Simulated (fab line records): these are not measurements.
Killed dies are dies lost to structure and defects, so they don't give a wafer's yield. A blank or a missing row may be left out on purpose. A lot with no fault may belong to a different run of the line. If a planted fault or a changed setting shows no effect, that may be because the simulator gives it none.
fab line records	flow berkeley_cmos170
[record] lots = 14	wafers = 42	last_day = 12
route steps=331 shown ACTIVE@66 GATE@137 PLDD@151
lots with no fault: from the same line, run without faults
start_h: start of the lot's first displayed wafer, in hours after the record's first day	wait_h: how many hours have passed since the lot's step before this one	" as in the row above	L1.1+2: several wafers, shown together as one row	- value missing, or start not given	* or withheld: withheld	< > ~ a bound
route shown NAME@n: names a module that has steps shown in the file, with the first one's number in the route	usual: mean and standard deviation over wafers with no fault	same: alike in all rows	chamber/n: place in a boat	sites: the reading at each site	_std_site: standard deviation across them	_edge_site: the outer-site mean with the inner-site mean subtracted	radius_mm: for every site, how far away it sits from the centre of the wafer	mask NAME#n: copy n	behind: the most recent tool/chamber to have shaped the wafer	hold: reason for holding the lot/hours on hold/outcome of the hold	device: transistor that didn't switch, given as n, p or np	end of line: tests of these same wafers at the route's end	for a step that has no rows: nothing shown but its recipe	killed: the dies lost at the first sort to structure and to defects; this is not the yield of the wafer	map: per-die view of a wafer (x killed, . not killed, _ where there is no die)
set.NAME: the setting the step ran with; set.NAME@STEP: the setting that earlier step ran with	model.NAME: the simulator's own value behind a step, which no gauge read
steps of the route over a sample of lots; a table a step, a row a wafer
services: from which hour (start_h, from the record's first day; less than 0 if before it) a tool's chamber was out of use, for how many hours, and why
[[steps]]
[step UCB170_ACTIVE_THK_MEAS_06]
[recipe] reads = Si3N4_of_ACTIVE_CVD_05
[usual] ACTIVE_NITRIDE_THK = 219.3/2.1
lot.wafer	tool	chamber	start_h	wait_h	ACTIVE_NITRIDE_THK[nm]
L230.1	film_metro-02	-	89.53	0.0	218.3
L230.3	"	-	"	"	218.2
L230.5	"	-	"	"	219.1
L231.1	film_metro-04	-	89.53	0.0	217.8
L231.2	"	-	"	"	217.4
L231.4	"	-	"	"	219.3
L232.4	film_metro-02	-	89.62	0.1	216.5
L232.5	"	-	"	"	213.7
L232.6	"	-	"	"	215.9
L234.2	film_metro-04	-	96.61	0.0	219.3
L234.5	"	-	"	"	220.8
L234.6	"	-	"	"	219.6
L235.1	film_metro-02	-	104.10	0.0	219.0
L235.3	"	-	"	"	218.7
L235.5	"	-	"	"	221.4
L237.1	film_metro-04	-	117.99	0.0	220.2
L237.3	"	-	"	"	219.8
L237.4	"	-	"	"	218.0
L241.1	film_metro-02	-	138.62	0.0	220.2
L241.2	"	-	"	"	220.2
L241.4	"	-	"	"	219.0
L244.1	film_metro-01	-	145.05	0.0	222.8
L244.2	"	-	"	"	222.9
L244.3	"	-	"	"	222.4
L246.3	film_metro-02	-	152.63	0.0	219.6
L246.5	"	-	"	"	218.5
L246.6	"	-	"	"	219.6
L248.1	film_metro-02	-	158.64	0.0	220.4
L248.4	"	-	"	"	219.8
L248.5	"	-	"	"	218.5
L250.1	film_metro-01	-	175.62	0.0	218.1
L250.3	"	-	"	"	219.7
L250.6	"	-	"	"	218.4
L251.4	film_metro-04	-	175.65	0.0	221.0
L251.5	"	-	"	"	220.7
L251.6	"	-	"	"	219.6
L252.2	film_metro-04	-	185.18	0.0	215.8
L252.5	"	-	"	"	217.0
L252.6	"	-	"	"	214.7
L253.1	film_metro-04	-	195.25	0.0	218.9
L253.2	"	-	"	"	219.5
L253.5	"	-	"	"	219.4
[step UCB170_GATE_DEVELOP_11]
[recipe] developer = TMAH	develop_time_s = 45	resist = KrF	dev_temp_c = 21
[usual] chill_plate_temp_C = 22.98/0.097	develop_time_s = 45/0	resist_line_temp_C = 22.99/0.11
lot.wafer	tool	chamber	start_h	wait_h	chill_plate_temp_C	develop_time_s	resist_line_temp_C
L231.1	litho_track-03	0	127	-	23.09	45	23.01
L231.2	"	0	"	"	23.06	45	22.89
L231.4	"	0	"	"	23.12	45	23.06
L230.1	litho_track-01	0	131	-	22.98	45	22.99
L230.3	"	0	"	"	22.87	45	23.14
L230.5	"	0	"	"	22.97	45	22.95
L232.4	litho_track-02	0	132	-	23.03	45	22.82
L232.5	"	0	"	"	23.00	45	22.74
L232.6	"	0	"	"	23.01	45	23.07
L234.2	litho_track-02	0	143	-	22.96	45	22.94
L234.5	"	0	"	"	22.84	45	23.14
L234.6	"	0	"	"	22.97	45	23.08
L235.1	litho_track-01	0	153	-	22.97	45	22.93
L235.3	"	0	"	"	22.94	45	22.96
L235.5	"	0	154	-	23.08	45	22.97
L237.1	litho_track-02	0	157	-	22.98	45	23.13
L237.3	"	0	"	"	22.97	45	23.13
L237.4	"	0	158	-	22.79	45	22.97
L241.1	litho_track-03	0	187	-	22.95	45	22.91
L241.2	"	0	"	"	22.99	45	23.05
L241.4	"	0	"	"	23.03	45	22.88
L244.1	litho_track-03	0	198	-	23.09	45	23.06
L244.2	"	0	"	"	23.06	45	23.01
L244.3	"	0	"	"	22.84	45	22.96
L246.3	litho_track-02	-	198	-	-	-	-
L246.5	"	-	"	"	-	-	-
L246.6	"	-	"	"	-	-	-
L248.1	litho_track-01	-	205	-	-	-	-
L248.4	"	-	"	"	-	-	-
L248.5	"	-	"	"	-	-	-
L251.4	litho_track-03	0	225	-	22.95	45	22.94
L251.5	"	0	"	"	23.01	45	23.06
L251.6	"	0	"	"	22.93	45	22.95
L250.1	litho_track-02	0	225	-	23.12	45	22.94
L250.3	"	0	"	"	23.06	45	22.95
L250.6	"	0	"	"	22.99	45	22.95
L252.2	litho_track-01	0	234	-	23.05	45	22.90
L252.5	"	0	"	"	23.12	45	23.15
L252.6	"	0	"	"	22.94	45	23.15
L253.1	litho_track-01	0	240	-	22.81	45	23.17
L253.2	"	0	"	"	22.80	45	23.10
L253.5	"	0	"	"	22.82	45	23.20
[step UCB170_GATE_STRIP_16]
[recipe] chemistry = O2	power_w = 400	pressure_mtorr = 3500	platen_temp_c = withheld	o2_flow_sccm = 400	overash_fraction = 0.5
[usual] drypump_motor_current_A = 5.5/0.38	oes_product_au = 0.724/0.0047
lot.wafer	tool	chamber	start_h	wait_h	drypump_motor_current_A	oes_product_au	rf_hours_counter_h
L231.1	plasma_asher-02	0	127.75	0.0	5.7	0.720	41
L231.2	"	1	"	"	5.6	0.727	41
L231.4	"	1	"	"	5.6	0.718	-
L230.1	plasma_asher-02	1	132.04	0.0	5.6	0.724	41
L230.3	"	1	"	"	5.6	0.719	-
L230.5	"	1	"	"	5.6	0.708	-
L232.4	plasma_asher-02	1	132.54	0.1	5.6	0.721	-
L232.5	"	1	"	"	5.6	0.731	-
L232.6	"	0	"	"	5.7	0.722	-
L234.2	plasma_asher-02	0	143.65	0.0	5.7	0.718	42
L234.5	"	0	"	"	5.7	0.719	-
L234.6	"	1	"	"	5.6	0.722	-
L235.1	plasma_asher-04	1	154.30	0.0	5.9	0.723	47
L235.3	"	0	"	"	4.8	0.730	-
L235.5	"	1	"	"	5.9	0.722	-
L237.1	plasma_asher-02	1	158.32	0.0	5.6	0.726	44
L237.3	"	0	"	"	5.7	0.726	-
L237.4	"	1	"	"	5.6	0.726	-
L241.1	plasma_asher-02	0	187.73	0.0	5.7	0.722	47
L241.2	"	1	"	"	5.6	0.721	47
L241.4	"	0	"	"	5.7	0.730	-
L244.1	plasma_asher-03	1	198.58	0.0	5.7	0.734	39
L244.2	"	0	"	"	4.9	0.722	39
L244.3	"	0	"	"	4.9	0.721	-
L246.3	plasma_asher-03	0	199.15	0.1	4.9	0.719	-
L246.5	"	1	"	"	5.7	0.718	-
L246.6	"	0	"	"	4.8	0.722	-
L248.1	plasma_asher-04	0	205.87	0.0	4.8	0.728	53
L248.4	"	1	"	"	5.9	0.727	-
L248.5	"	1	"	"	5.9	0.726	-
L251.4	plasma_asher-04	0	225.90	0.1	4.8	0.726	-
L251.5	"	1	"	"	5.9	0.722	-
L251.6	"	0	"	"	4.8	0.721	-
L250.1	plasma_asher-04	0	226.14	0.0	4.8	0.719	55
L250.3	"	0	"	"	4.8	0.727	-
L250.6	"	1	"	"	5.9	0.728	-
L252.2	plasma_asher-03	1	234.58	0.0	5.7	0.728	43
L252.5	"	0	"	"	4.9	0.720	-
L252.6	"	1	"	"	5.7	0.722	-
L253.1	plasma_asher-03	1	240.41	0.0	5.7	0.724	44
L253.2	"	0	"	"	4.9	0.720	44
L253.5	"	1	"	"	5.7	0.723	-
[step UCB170_PLDD_CD_MEAS_06]
[recipe] target_cd_nm = 1200
[usual] cd_nm = 1200.1/1.2
lot.wafer	tool	chamber	start_h	wait_h	cd_nm
L231.1	cd_sem-02	-	128.99	-	1201.1
L231.2	"	-	"	"	1201.3
L231.4	"	-	"	"	1200.0
L230.1	cd_sem-02	-	133.28	-	1196.4
L230.3	"	-	"	"	1197.4
L230.5	"	-	"	"	1197.1
L232.4	cd_sem-01	-	133.93	-	1199.4
L232.5	"	-	"	"	1201.5
L232.6	"	-	"	"	1200.1
L234.2	cd_sem-02	-	145.44	-	1199.6
L234.5	"	-	"	"	1198.4
L234.6	"	-	"	"	1198.0
L235.1	cd_sem-02	-	156.96	-	1198.7
L235.3	"	-	"	"	1199.3
L235.5	"	-	"	"	1199.9
L237.1	cd_sem-01	-	159.99	-	1203.1
L237.3	"	-	"	"	1201.8
L237.4	"	-	"	"	1200.9
L241.1	cd_sem-01	-	189.13	-	1200.2
L241.2	"	-	"	"	1200.4
L241.4	"	-	"	"	1200.4
L244.1	cd_sem-02	-	200.08	-	1199.0
L244.2	"	-	"	"	1199.4
L244.3	"	-	"	"	1200.8
L251.4	cd_sem-02	-	227.72	-	1199.3
L251.5	"	-	"	"	1201.2
L251.6	"	-	"	"	1198.9
L250.1	cd_sem-02	-	227.95	-	1200.6
L250.3	"	-	"	"	1199.3
L250.6	"	-	"	"	1201.9
L252.2	cd_sem-01	-	235.86	-	1200.4
L252.5	"	-	"	"	1197.8
L252.6	"	-	"	"	1199.7
L253.1	cd_sem-01	-	242.16	-	1201.1
L253.2	"	-	"	"	1201.4
L253.5	"	-	"	"	1201.8
[[services]]
tool	chamber	start_h	hours	kind
plasma_asher-03	-	109.95	6.8	repair
[[key]]
[first_sign] step = UCB170_GATE_DEVELOP_11	reading = tool_record	direction = missing
effect none on later readings
met_at UCB170_GATE_DEVELOP_11
struck_lots L246,L248
later_rows_left_out L246.3,L246.5,L246.6,L248.1,L248.4,L248.5
sort_left_out L246.3,L246.5,L246.6,L248.1,L248.4,L248.5
tester_left_out L246,L248
not_acting_at UCB170_ACTIVE_THK_MEAS_06,UCB170_GATE_STRIP_16,UCB170_PLDD_CD_MEAS_06
[fault] kind = skipped_step_whole	tool = litho_track-01,litho_track-02	chamber = -	onset_h = 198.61	steps = UCB170_GATE_DEVELOP_11	scope = struck_lots_only
// tester_left_out: of these lots the tester's yield and bins aren't shown, on N5 and GAA mostly nor the transistor test; their killed dies are dies lost to structure and defects alone, not to doping, threshold or leakage, so they don't give the yield
// sort_left_out: the simulated sort isn't trusted on such a fault, so these wafers' sort isn't shown, and their yield isn't known
// later_rows_left_out: the simulator's readings of these wafers behind a module that went badly wrong aren't trusted and aren't shown, but for the sort
